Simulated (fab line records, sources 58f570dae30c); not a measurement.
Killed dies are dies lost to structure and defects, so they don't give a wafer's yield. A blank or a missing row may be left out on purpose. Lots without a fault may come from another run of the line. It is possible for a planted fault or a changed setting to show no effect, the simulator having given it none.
Split-lot study | flow berkeleyCmos170 | 5 lots, 23 wafers read, on a route of 331 steps

## ABOUT THE SPLIT
At UCB170_GATE_COAT_07 (resist thk 900 nm), the setting resistThkNm was moved away from the recipe's 900 nm on 5 of the 23 wafers read, by -3.2% to -1.9%. This setting was run at the recipe's value on the other wafers.

The reading is taken at the split's own step.

## THE READING
KrF_of_GATE_COAT_07.thkNm (the simulator's own value, which no gauge read), in nm, at UCB170_GATE_COAT_07 (resist thk 900 nm). The file does not state a usual value for it. The 18 wafers here that ran the recipe average 900.3 nm, standard deviation 1.7 nm.

wafer  | tool, chamber at the split | resistThkNm as run, nm | against the recipe | KrF_of_GATE_COAT_07.thkNm, nm | against lot-mates on the recipe
L074.1 | lithoTrack-03, 0           | 900                    | recipe             | 902.5                         | -
L074.2 | lithoTrack-03, 0           | 882.8                  | -1.9%              | 884                           | -17.9
L074.4 | lithoTrack-03, 0           | 900                    | recipe             | 900.1                         | -
L074.5 | lithoTrack-03, 0           | 882.8                  | -1.9%              | 886                           | -15.9
L074.6 | lithoTrack-03, 0           | 900                    | recipe             | 903.1                         | -
L075.1 | lithoTrack-04, 0           | 900                    | recipe             | 897.7                         | -
L075.2 | lithoTrack-04, 0           | 871.5                  | -3.2%              | 868.8                         | -29.2
L075.3 | lithoTrack-04, 0           | 871.5                  | -3.2%              | 866.3                         | -31.7
L075.4 | lithoTrack-04, 0           | 900                    | recipe             | 898.3                         | -
L075.6 | lithoTrack-04, 0           | 871.5                  | -3.2%              | 870.9                         | -27.1
L079.1 | lithoTrack-03, 0           | 900                    | recipe             | 899.1                         | -
L079.5 | lithoTrack-03, 0           | 900                    | recipe             | 899.1                         | -
L079.2 | lithoTrack-03, 0           | 900                    | recipe             | 903.3                         | -
L079.3 | lithoTrack-03, 0           | 900                    | recipe             | 898.9                         | -
L079.6 | lithoTrack-03, 0           | 900                    | recipe             | 900.4                         | -
L081.1 | lithoTrack-01, 0           | 900                    | recipe             | 901.3                         | -
L081.2 | lithoTrack-01, 0           | 900                    | recipe             | 899                           | -
L081.4 | lithoTrack-01, 0           | 900                    | recipe             | 900.5                         | -
L081.5 | lithoTrack-01, 0           | 900                    | recipe             | 900.9                         | -
L081.6 | lithoTrack-01, 0           | 900                    | recipe             | 898.1                         | -
L085.1 | lithoTrack-04, 0           | 900                    | recipe             | 901.4                         | -
L085.3 | lithoTrack-04, 0           | 900                    | recipe             | 902.2                         | -
L085.6 | lithoTrack-04, 0           | 900                    | recipe             | 900.2                         | -

FIT RESULTS
A straight line over all 23 wafers: KrF_of_GATE_COAT_07.thkNm changes by +9.66 nm for each +1% of resistThkNm; r = +0.98; the points scatter about the line by 2 nm.
The same after taking each lot's own level away (the mean of its wafers on the recipe; 23 wafers): +9.19 nm for each +1%; r = +0.99; scatter 1.4 nm.
Per that fit: largest resistThkNm move, reading shift of 29 nm.
Across the lots, their own levels run from 898.00 to 901.90 nm, a range of 2.3 times the standard deviation given above.
Consequently the slope shifts little with the lot-to-lot level, the two slopes agreeing.
Check: with one of the wafers moved furthest among these (-3.2%) left out of the fit, the line predicts -29 nm for it against its lot-mates. It came out at -29.2 nm against them.

## OTHER SPLITS ON THESE WAFERS
These wafers also went through other splits before the reading. Each is held against what the fit with the lots' levels taken away leaves over:
other split on the same wafers   | wafers away from the commonest value | r with KrF_of_GATE_COAT_07.thkNm (lot level and that fit taken away)
UCB170_NWELL_COAT_07 spinRpm     | 9                                    | -0.06
UCB170_NWELL_IMPLANT_14 doseCm2  | 7                                    | -0.23
UCB170_PWELL_COAT_08 resistThkNm | 5                                    | -0.05
UCB170_PWELL_ETCH_14 rfW         | 9                                    | -0.13
UCB170_ACTIVE_OXIDATION_02 tempC | 15                                   | -0.10
UCB170_ACTIVE_COAT_08 spinRpm    | 8                                    | -0.47
UCB170_NVT_IMPLANT_07 energyKev  | 9                                    | +0.22
UCB170_PVT_IMPLANT_07 doseCm2    | 7                                    | +0.26

## THE FILE'S OWN FIT
KrF_of_GATE_COAT_07.thkNm changes by +9.16 nm for each +1% of resistThkNm, r = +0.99.
